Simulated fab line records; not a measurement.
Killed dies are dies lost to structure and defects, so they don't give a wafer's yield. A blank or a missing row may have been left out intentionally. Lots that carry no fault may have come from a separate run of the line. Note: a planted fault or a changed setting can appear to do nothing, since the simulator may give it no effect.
Code-filled problem report in 8D (eight disciplines) form / flow berkeleyCmos170 / the parts of the form that need people (team, actions taken, sign-off) are left out

1. PROBLEM STATEMENT
Wafers with no fault read 179.1 s with a standard deviation of 0.38, whereas runLengthS at UCB170_PWELL_ETCH_14 reads a mean of 117.8 s on 1 wafer of 1 lot. That is -99 or more standard deviations from the usual mean.
The step: etches Si3N4 in CH3F/Ar/O2, stops on SiO2, target depth 242 nm, time 151 s.
Seen first at day 6 14:32 on rieDiel-03, wafer L339.3. The record holds 30 wafers of 10 lots with a number at this step. Rule for "out", or "out of limits": more than 4 standard deviations from the usual mean. Any other wafer with a number is counted as sound.

2. WHAT THIS IS AND IS NOT
question=which readings at this step | is=runLengthS, oesProductAu | is not=drypumpMotorCurrentA, throttleValvePct
question=which lots | is=L339 | is not=L322, L323, L324, L325, L326, L327, L341, L343, L344
question=which wafers of those lots | is=L339.3 | is not=L339.5, L339.6
question=read on which tools | is=rieDiel-03 | is not=rieDiel-02, rieDiel-04
question=when | is=from day 6 14:32 | is not=up to then (20 sound wafers); but 9 sound wafers of L341, L343, L344 came after

3. SUSPECTS, AND WHAT RULES EACH OUT
Counting: a tool at a process step up to the reading stays a suspect if it ran every lot that is out. Sound lots after the first of them don't rule it out here, since some wafers of a struck lot are sound.
- rieDiel-04 at UCB170_ZERO_ETCH_06 (etches SiO2 in CHF3/CF4/Ar, time 12 s): kept. It ran the lot that is out, L339 (day 5 08:53); its last sound lot up to then is L322 (day 1 17:39).
- rieDiel-03 at UCB170_PWELL_ETCH_14 (etches Si3N4 in CH3F/Ar/O2, stops on SiO2, target depth 242 nm, time 151 s): kept. It ran the lot that is out, L339 (day 6 14:32); its last sound lot up to then is L325 (day 3 15:46). Its own oesProductAu, runLengthS readings are out on those wafers.
- At UCB170_ZERO_ETCH_06, inside rieDiel-04: chamber 0 took the wafers that are out, while their sound lot-mates went through chambers 1, 2.
- At UCB170_PWELL_ETCH_14, inside rieDiel-03: chamber 2 took the wafers that are out, while their sound lot-mates went through chambers 0, 1.
After counting, rieDiel-04 at UCB170_ZERO_ETCH_06 and rieDiel-03 at UCB170_PWELL_ETCH_14 remain.

4. THE CAUSE (what the simulator had put in)
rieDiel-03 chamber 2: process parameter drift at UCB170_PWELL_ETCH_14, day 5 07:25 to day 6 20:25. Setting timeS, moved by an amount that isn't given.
2 suspects survive the count, and this tool is in that group.

5. THE CHAIN OF EFFECTS, in route order
One row per reading whose mean, taken over the struck wafers that have a number, lies over 3 standard deviations from the usual. Readings are gone through only where the record gives a usual standard deviation; hours: the median, over the lots, of the time from a lot's start at the first step in this table giving one to that lot's start at this step; sigmas: the change measured in usual standard deviations.
hours=0; step=UCB170_PWELL_ETCH_14; reading=oesProductAu; usual=0.949 a.u.; on struck wafers=1.018; change=+0.069; sigmas=+4.6
hours=0; step=UCB170_PWELL_ETCH_14; reading=runLengthS; usual=179.1 s; on struck wafers=117.8; change=-61.3; sigmas=-99 or more
hours=0; step=UCB170_PWELL_STRIP_16; reading=stripTimeToEndpointS; usual=18.06 s; on struck wafers=19.70; change=+1.64; sigmas=+18
It contains these process steps:
- UCB170_PWELL_ETCH_14: etches Si3N4 in CH3F/Ar/O2, stops on SiO2, target depth 242 nm, time 151 s.
- UCB170_PWELL_STRIP_16: strips in O2.

6. HOW IT WOULD HAVE BEEN CAUGHT EARLIER
First out-of-limits reading in this record: day 6 14:32, which is 31 hours after fault onset at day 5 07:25.
